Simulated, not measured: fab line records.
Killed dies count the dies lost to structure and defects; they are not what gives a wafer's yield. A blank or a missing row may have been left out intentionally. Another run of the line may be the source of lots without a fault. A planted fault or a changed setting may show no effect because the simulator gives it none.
Split-lot experiment | flow berkeley_cmos170 | 5 lots, 23 wafers read, on a route of 331 steps

== ABOUT THE SPLIT ==
At UCB170_M3_COAT_05 (resist thk 900 nm), the setting spin_rpm was moved away from the recipe's 1500 rpm on 9 of the 23 wafers read, by -4.1% to +2.0%. All remaining wafers had this setting at the recipe value.

The reading is taken at the split's own step.

== THE READING ==
KrF_of_M3_COAT_05.thk_nm (the simulator's own value, which no gauge read), in nm, at UCB170_M3_COAT_05 (resist thk 900 nm). There is no usual value for it anywhere in the file. The 14 wafers here that ran the recipe average 899.7 nm, standard deviation 1.7 nm.

wafer  | tool, chamber at the split | spin_rpm as run, rpm | against the recipe | KrF_of_M3_COAT_05.thk_nm, nm | against lot-mates on the recipe
L074.1 | litho_track-04, 0          | 1500                 | recipe             | 902.3                        | -
L074.2 | litho_track-04, 0          | 1438                 | -4.1%              | 917.1                        | +15.8
L074.4 | litho_track-04, 0          | 1438                 | -4.1%              | 919.3                        | +18.0
L074.5 | litho_track-04, 0          | 1438                 | -4.1%              | 920.1                        | +18.8
L074.6 | litho_track-04, 0          | 1500                 | recipe             | 900.3                        | -
L075.1 | litho_track-04, 0          | 1471                 | -1.9%              | 908.9                        | +11.4
L075.2 | litho_track-04, 0          | 1500                 | recipe             | 898.5                        | -
L075.3 | litho_track-04, 0          | 1500                 | recipe             | 895.2                        | -
L075.4 | litho_track-04, 0          | 1500                 | recipe             | 898.8                        | -
L075.6 | litho_track-04, 0          | 1471                 | -1.9%              | 906.6                        | +9.1
L079.1 | litho_track-02, 0          | 1500                 | recipe             | 900.4                        | -
L079.2 | litho_track-02, 0          | 1500                 | recipe             | 899.9                        | -
L079.3 | litho_track-02, 0          | 1530                 | +2.0%              | 891.6                        | -8.4
L079.5 | litho_track-02, 0          | 1500                 | recipe             | 899.6                        | -
L079.6 | litho_track-02, 0          | 1530                 | +2.0%              | 890.9                        | -9.1
L081.1 | litho_track-04, 0          | 1452                 | -3.2%              | 914.5                        | +14.7
L081.4 | litho_track-04, 0          | 1452                 | -3.2%              | 914.5                        | +14.7
L081.2 | litho_track-04, 0          | 1500                 | recipe             | 900.6                        | -
L081.5 | litho_track-04, 0          | 1500                 | recipe             | 899.4                        | -
L081.6 | litho_track-04, 0          | 1500                 | recipe             | 899.5                        | -
L085.1 | litho_track-03, 0          | 1500                 | recipe             | 901.9                        | -
L085.3 | litho_track-03, 0          | 1500                 | recipe             | 898.2                        | -
L085.6 | litho_track-03, 0          | 1500                 | recipe             | 901.5                        | -

THE FIT
A straight line over all 23 wafers: KrF_of_M3_COAT_05.thk_nm changes by -4.53 nm for each +1% of spin_rpm; r = -0.98; the points scatter about the line by 1.6 nm.
The same after taking each lot's own level away (the mean of its wafers on the recipe; 23 wafers): -4.4 nm for each +1%; r = -0.99; scatter 1.3 nm.
According to that fit, moving spin_rpm by its largest amount changes the reading by 18 nm.
From 897.50 to 901.30 nm: that is the span of the lots' own levels, equal to 2.2 times the standard deviation above.
So the lot-to-lot level changes the slope little: the two slopes agree.
Check: for one of the wafers moved furthest among these (-4.1%), held out of the fit, the line's prediction against its lot-mates is +18.9 nm. Against them it came out at +15.8 nm.

== THE WHOLE CHAIN: every reading that the file lists as answering this split, in the file's order ==
step               | what it does      | reading                                                                   | change (the file's fit)              | r (the file's)
UCB170_M3_COAT_05  | resist thk 900 nm | KrF_of_M3_COAT_05.thk_nm (the simulator's own value, which no gauge read) | -4.47 nm for each +1% of the setting | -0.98
UCB170_M3_STRIP_07 | strips in O2      | strip_time_to_endpoint_s                                                  | withheld for each +1% of the setting | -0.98

== FILE'S OWN FIT ==
KrF_of_M3_COAT_05.thk_nm changes by -4.47 nm for each +1% of spin_rpm, r = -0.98.
